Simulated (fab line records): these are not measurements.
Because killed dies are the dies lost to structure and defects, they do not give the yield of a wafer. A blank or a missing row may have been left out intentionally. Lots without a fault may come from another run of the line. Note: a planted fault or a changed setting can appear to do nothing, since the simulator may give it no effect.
2 desks looking at one fault -- flow ritCmos -- numbers are kept per desk, each desk with only its own; the story behind them comes last

== AT THE TOOL OWNER'S DESK: implanter-03 ==
The tool's own readings at RIT_NLDD_IMPLANT_08: means of the sampled wafers that have a number, for each lot that ran on this tool. The brackets show how far a lot's mean lies from the usual mean; more than 4 standard deviations puts the lot out of limits, marked OUT.
Columns: A = beamEnergyKeV at RIT_NLDD_IMPLANT_08, usual 20.001; B = beamOnS at RIT_NLDD_IMPLANT_08, usual 30.3 s; C = faradayCurrentUA at RIT_NLDD_IMPLANT_08, usual 516; D = tiltDeg at RIT_NLDD_IMPLANT_08, usual 6.997 degrees
lot,first seen here,A,B,C,D
L504,day 2 20:23,20.000,31.8,490,6.980
L515,day 5 02:45,26.001 (+99 or more) OUT,21.8 (-4.5) OUT,714 (+6.2) OUT,6.958
L516,day 5 09:26,26.002 (+99 or more) OUT,22.1 (-4.3) OUT,704 (+5.9) OUT,6.998
This desk's verdict: out of limits on L515, L516, starting with L515 at day 5 02:45 (beamEnergyKeV at RIT_NLDD_IMPLANT_08). L504: within limits.

== AT THE METROLOGY DESK ==
What the gauges read for every lot (on any tool): the sampled wafers with a number, averaged. The brackets show how far a lot's mean lies from the usual mean; more than 4 standard deviations puts the lot out of limits, marked OUT.
Columns: A = cdNm at RIT_ACTIVE_CD_MEAS_90, usual 1400.2 nm; B = NLDD_TW at RIT_NLDD_TW_MEAS_10, usual 2481; C = NLDD_RS at RIT_SDANNEAL_RS_MEAS_07, usual 153.8 ohm/sq
lot,first seen here,A,B,C
L504,day 1 15:04,1399.3,2498,154.3
L505,day 1 21:04,1400.2,2496,154.2
L506,day 2 01:13,1399.2,2509,153.4
L507,day 2 07:04,1400.5,2449,153.0
L508,day 2 14:28,1399.7,2460,153.4
L512,day 3 07:12,1401.0,2511,153.6
L515,day 3 23:04,1401.3,2690 (+11) OUT,149.1 (-8.6) OUT
L516,day 4 04:22,1401.9,2681 (+11) OUT,149.5 (-7.9) OUT
L518,day 4 14:03,1400.5,2484,153.8
L523,day 5 14:06,1402.3,2484,154.9
L526,day 6 05:11,1403.1,2461,153.9
L527,day 6 10:57,1398.1,2463,152.9
Per this desk, out of limits: L515, L516; the first was L515, day 5 03:04 (NLDD_TW at RIT_NLDD_TW_MEAS_10). L504, L505, L506, L507, L508, L512, L518, L523, L526, L527: within limits.

== TAKEN TOGETHER ==
On L515, L516, at day 5 02:45, an alarm was possible from the tool owner's desk.
L515, L516 would have let the metrology desk raise an alarm at day 5 03:04.
The lots listed all ran RIT_NLDD_IMPLANT_08 on implanter-03.

== WHAT THE SIMULATOR HAD INSERTED ==
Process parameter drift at RIT_NLDD_IMPLANT_08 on implanter-03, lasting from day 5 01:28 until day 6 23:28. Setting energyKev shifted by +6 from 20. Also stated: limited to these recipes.
Lots struck among those shown: L515, L516.
Time in hours from fault onset to the first out-of-limits reading at each desk: tool owner's desk 1, metrology desk 2.
